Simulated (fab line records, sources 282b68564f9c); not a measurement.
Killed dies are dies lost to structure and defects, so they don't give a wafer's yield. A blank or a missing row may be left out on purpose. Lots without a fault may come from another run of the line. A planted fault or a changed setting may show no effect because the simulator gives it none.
A struck lot beside a sound one | flow rit_cmos | 17 steps out of a route of 202
Sound: wafers L341.1, L341.3, L341.4. Struck: wafers L333.1, L333.2, L333.4. The cause comes at the end.
At each step with rows: each side's tool, then ch and its chambers, then its first start. Under that, the readings that differ: sound wafers | struck wafers | difference of the means | sigmas: that difference in standard deviations of wafers without a fault.
alike: readings whose means differ by less than 2 such deviations, and words and numbers that are the same on both sides. not compared: withheld readings, readings that some wafer has no value for, bounds like >300 that may hide the same value, and numbers for which the record gives no deviation and whose values overlap.
The two part at a step that has a row with sigmas, a row that says differs or no value, or rows on one side only. Numbers that don't overlap but have no deviation are shown without sigmas and don't part them. A reading that every wafer of one side lacks parts them only if that side has two wafers or more.

RIT_SILICIDE_RTA_06: time 10.37 s, ramp up 5 s, ramp down 10 s.
  sound on rtp_anneal-01 ch 0, day 7 07:13; struck on rtp_anneal-01 ch 0, day 5 12:49
  alike: chamber_o2_ppm, wafer_temp_C_max
RIT_CONTACT_CVD_00: deposits SiO2 from TEOS, target thk 400 nm, time 61 s.
  sound on pecvd-03 ch 0,1, day 7 07:17; struck on pecvd-03 ch 0,1, day 5 12:53
  alike: heater_power_w
  not compared: since_wet_clean_h
RIT_CONTACT_THK_MEAS_01:
  sound on film_metro-03, day 7 07:20; struck on film_metro-01, day 5 12:56
  alike: CONTACT_TEOS_THK
then, 6 steps without rows for these wafers: RIT_CONTACT_HMDS_02 (prime time 60 s); RIT_CONTACT_COAT_03 (resist thk 1000 nm); RIT_CONTACT_SOFTBAKE_04 (time 60 s); RIT_CONTACT_EXPOSE_05 (exposes mask M11, target cd 1000 nm); RIT_CONTACT_PEB_06; RIT_CONTACT_DEVELOP_07 (develop time 120 s).
RIT_CONTACT_CD_MEAS_08: target cd 1000 nm.
  sound on cd_sem-01, day 7 08:29; struck on cd_sem-02, day 5 14:05
  alike: cd_nm
RIT_CONTACT_OVL_MEAS_09:
  sound on overlay-02, day 7 08:37; struck on overlay-02, day 5 14:13
  alike: CONTACT_OVL
then, 1 step without rows for these wafers: RIT_CONTACT_HARDBAKE_10 (time 60 s).
RIT_CONTACT_ETCH_11: etches SiO2 in CHF3/CF4/Ar, stops on TiSi2, target depth 480 nm, time 320 s.
  sound on rie_diel-02 ch 1,2,3, day 7 08:47; struck on rie_diel-01 ch 0,1,3, day 5 14:29
  no value came back on the struck wafers for any of 8 readings (CHF3_flow_sccm (sccm), O2_flow_sccm (sccm) and others); on the sound wafers CHF3_flow_sccm (sccm) reads 49.95 49.83 50.00
  reading                                      | sound             | struck          | difference | sigmas
  model.NOVOLAK_of_CONTACT_COAT_03.thk_nm (nm) | 771.5 773.8 774.6 | 889.2 886.3 890 | +115.2     |
RIT_CONTACT_STRIP_12: strips in O2, time 180 s.
  sound on plasma_asher-02 ch 0,1, day 7 08:59; struck on plasma_asher-01 ch 0,1, day 5 14:43
  alike: drypump_motor_current_A
  not compared: rf_hours_counter_h
RIT_CONTACT_CD_MEAS_90: target cd 1000 nm.
  sound on cd_sem-02, day 7 09:10; struck on cd_sem-02, day 5 14:53
  reading    | sound              | struck | difference                    | sigmas
  cd_nm (nm) | 1000.6 999.6 999.4 | - - -  | no value on the struck wafers |
then, 1 step without rows for these wafers: RIT_CONTACT_CLEAN_13 (cleans in SC1, time 600 s).
RIT_M1_PROBE_99:
  sound on prober-01, day 7 13:40; struck on prober-02, day 5 20:53
  reading            | sound | struck      | difference | sigmas
  killed_at_contacts | 1 0 0 | 258 257 255 | +256       | +99 or more
  killed_dies        | 8 9 7 | 264 264 264 | +256       | +88
  killed_on_rim      | 1 5 3 | 70 70 70    | +67        | +52
  alike: killed_at_front_end, killed_open, killed_short

WHERE THEY PART
First at RIT_CONTACT_ETCH_11; last, within this record, at RIT_M1_PROBE_99.

WHY: what the simulator had put in
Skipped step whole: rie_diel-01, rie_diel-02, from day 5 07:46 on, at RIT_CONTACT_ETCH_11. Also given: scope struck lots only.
